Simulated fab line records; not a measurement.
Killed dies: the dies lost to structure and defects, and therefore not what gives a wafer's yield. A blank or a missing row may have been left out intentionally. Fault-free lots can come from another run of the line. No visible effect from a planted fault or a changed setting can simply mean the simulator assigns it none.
Chamber matching ; flow ritCmos ; RIT_ACTIVE_ETCH_13 on rieDiel-03 has 4 sister chambers
The step etches Si3N4 in SF6, stops on SiO2, time 210 s, target depth 210 nm. 4 wafers are shown with their chamber, then 7 later ones without.

== EACH WAFER AND ITS CHAMBER ==
wafer;chamber;drypumpMotorCurrentA (A)
L510.2;0;6.2
L510.6;1;6.6
L514.1;3;5.7
L514.3;2;5.8

== WAFERS MISSING THEIR CHAMBER ==
wafer;drypumpMotorCurrentA (A)
L514.4;6.6
L518.4;5.7
L518.5;6.7
L518.6;5.8
L521.3;5.9
L521.4;5.7
L521.5;5.7

== CHAMBER TAKEN BY EACH ==
wafer;from the rows above;in truth
L514.4;1;1
L518.4;can't be placed: 3 or 2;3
L518.5;1;1
L518.6;can't be placed: 2 or 3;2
L521.3;can't be placed: 2 or 3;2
L521.4;can't be placed: 3 or 2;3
L521.5;can't be placed: 3 or 2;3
2 of 7 placed correctly. From these rows, 5 cannot be placed; in 5 the true chamber is one of the candidates. Wrongly placed: 0.
How it was worked out, from the rows above alone: a wafer's distance from a chamber is the root of the sum, over the readings, of the square of ((its reading less the chamber's mean) divided by the reading's scatter). If the next closest chamber is less than 2 further off than the closest, the wafer can't be placed; otherwise it belongs to the closest. Each chamber's mean is taken over the wafers shown for it. The scatter (one wafer shown for each chamber): square how far every hidden wafer sits from the nearest shown wafer, average those squares and take the square root.
